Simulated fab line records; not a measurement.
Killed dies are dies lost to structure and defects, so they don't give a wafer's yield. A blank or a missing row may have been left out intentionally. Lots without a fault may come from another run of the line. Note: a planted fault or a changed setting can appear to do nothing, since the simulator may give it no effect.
Struck lot and sound lot, side by side || flow rit cmos || 19 steps out of a route of 202
Sound: the wafers L706.1, L706.2, L706.4. Wafers L719.1, L719.4, L719.6 were the ones struck. The cause is named last.
Order at every step that has rows: each side's tool, ch and its chambers, its first start. Under that, the readings that differ: sound wafers || struck wafers || difference of the means || sigmas: that difference in standard deviations of wafers without a fault.
alike: readings whose means differ by less than 2 such deviations, and words and numbers that are the same on both sides. not compared: withheld readings, readings that some wafer has no value for, bounds like >300 that may hide the same value, and numbers for which the record gives no deviation and whose values overlap.
Wherever a step has rows on one side only, a row that says differs or no value, or a row with sigmas, the two part there. When numbers do not overlap yet have no deviation, they are printed without sigmas and do not part them. A reading that every wafer of one side lacks parts them only if that side has two wafers or more.

first, 1 step without rows for these wafers: RIT_GATE_CLEAN_04 (cleans in dHF, time 60 s).
RIT_FOX2_THK_MEAS_91:
  sound on film metro-04, day 2 18:56; struck on film metro-01, day 5 12:59
  alike: FIELD_OXIDE_LEFT_2_THK
then, 2 steps without rows for these wafers: RIT_GATE_OXIDATION_05 (target thk 3 nm, ox time 270 s); RIT_GATE_ANNEAL_06 (time 600 s).
RIT_GATE_THK_MEAS_07:
  sound on film metro-04, day 2 20:19; struck on film metro-04, day 5 15:53
  alike: GATE_OXIDE_THK
then, 1 step without rows for these wafers: RIT_GATE_CVD_08 (deposits poly-Si from SiH4, target thk 250 nm, time 2220 s).
RIT_GATE_THK_MEAS_09:
  sound on film metro-04, day 2 22:09; struck on film metro-04, day 5 17:34
  alike: GATE_POLY_THK
then, 5 steps without rows for these wafers: RIT_GATE_HMDS_10 (prime time 60 s); RIT_GATE_COAT_11 (resist thk 833.8 nm); RIT_GATE_SOFTBAKE_12 (time 60 s); RIT_GATE_EXPOSE_13 (exposes mask M6, target cd 150 nm); RIT_GATE_PEB_14.
RIT_GATE_DEVELOP_15: develop time 50 s.
  sound on litho track-01 ch 0, day 2 22:00; struck on litho track-01 ch 0, day 5 18:00
RIT_GATE_CD_MEAS_16: the cd target is 150 nm.
  sound on cd sem-01, day 2 23:08; struck on cd sem-01, day 5 18:37
{"reading": "cd nm (nm)", "sound": "150.2 151.6 153.3", "struck": "141.7 141.5 141.5", "difference": -10.1, "sigmas": -5}
RIT_GATE_OVL_MEAS_17:
  sound on overlay-01, day 2 23:15; struck on overlay-01, day 5 18:44
  alike: GATE_OVL
then, 1 step without rows for these wafers: RIT_GATE_HARDBAKE_18 (time 60 s).
RIT_GATE_ETCH_19: etches poly-Si in SF6/CHF3/O2, stops on SiO2, time 165 s, target depth 312.5 nm.
  sound on rie si-01 ch 0,2,3, day 2 23:28; struck on rie si-02 ch 2,3, day 5 18:55
{"reading": "model.GATE.cd nm (nm)", "sound": "150.3 151.7 153.3", "struck": "141.5 141.5 141.5", "difference": -10.3, "sigmas": ""}
  alike: drypump motor current A, he backside leak sccm, oes product au, throttle valve pct
  not compared: rf hours counter h
RIT_GATE_STRIP_20: strips in O2, time 180 s.
  sound on plasma asher-04 ch 0,1, day 2 23:34; struck on plasma asher-04 ch 0,1, day 5 19:01
  alike: drypump motor current A
  not compared: rf hours counter h
RIT_M1_PROBE_99:
  sound on prober-02, day 3 20:41; struck on prober-02, day 7 15:02
{"reading": "model.etest.pmos turned.r on ohm um", "sound": "3424 3557 3562", "struck": "3375 3409 3404", "difference": -118, "sigmas": ""}
{"reading": "model.etest.pmos_0p15.r on ohm um", "sound": "2755 2850 2885", "struck": "2688 2680 2682", "difference": -147, "sigmas": ""}
{"reading": "model.etest.nmos_0p15.r on ohm um", "sound": "1138 1156 1184", "struck": "1105 1115 1105", "difference": -51, "sigmas": ""}
{"reading": "model.etest.nmos_0p3.r on ohm um", "sound": "2179 2206 2209", "struck": "2144 2135 2128", "difference": -62, "sigmas": ""}
{"reading": "model.etest.nmos_0p15.drive ua um", "sound": "461.5 450.8 448.4", "struck": "496.1 491 495.6", "difference": "+40.7", "sigmas": ""}
{"reading": "model.etest.pmos_0p15.drive ua um", "sound": "256.8 244.5 244.5", "struck": "264.9 266.4 264.5", "difference": "+16.7", "sigmas": ""}
{"reading": "model.etest.npoly line.line ohm um", "sound": "162.7 161.1 158.7", "struck": "183 182.5 184.3", "difference": "+22", "sigmas": ""}
  alike: killed at contacts, killed at front end, killed dies, killed open, killed short
  not compared: model.etest.pmos_0p3.r on ohm um

WHERE THEY PART
Only at RIT_GATE_CD_MEAS_16, within this record. Later steps at which nothing parts them and some readings are alike: RIT_GATE_OVL_MEAS_17, RIT_GATE_ETCH_19, RIT_GATE_STRIP_20, RIT_M1_PROBE_99.

WHY: the cause the simulator had injected
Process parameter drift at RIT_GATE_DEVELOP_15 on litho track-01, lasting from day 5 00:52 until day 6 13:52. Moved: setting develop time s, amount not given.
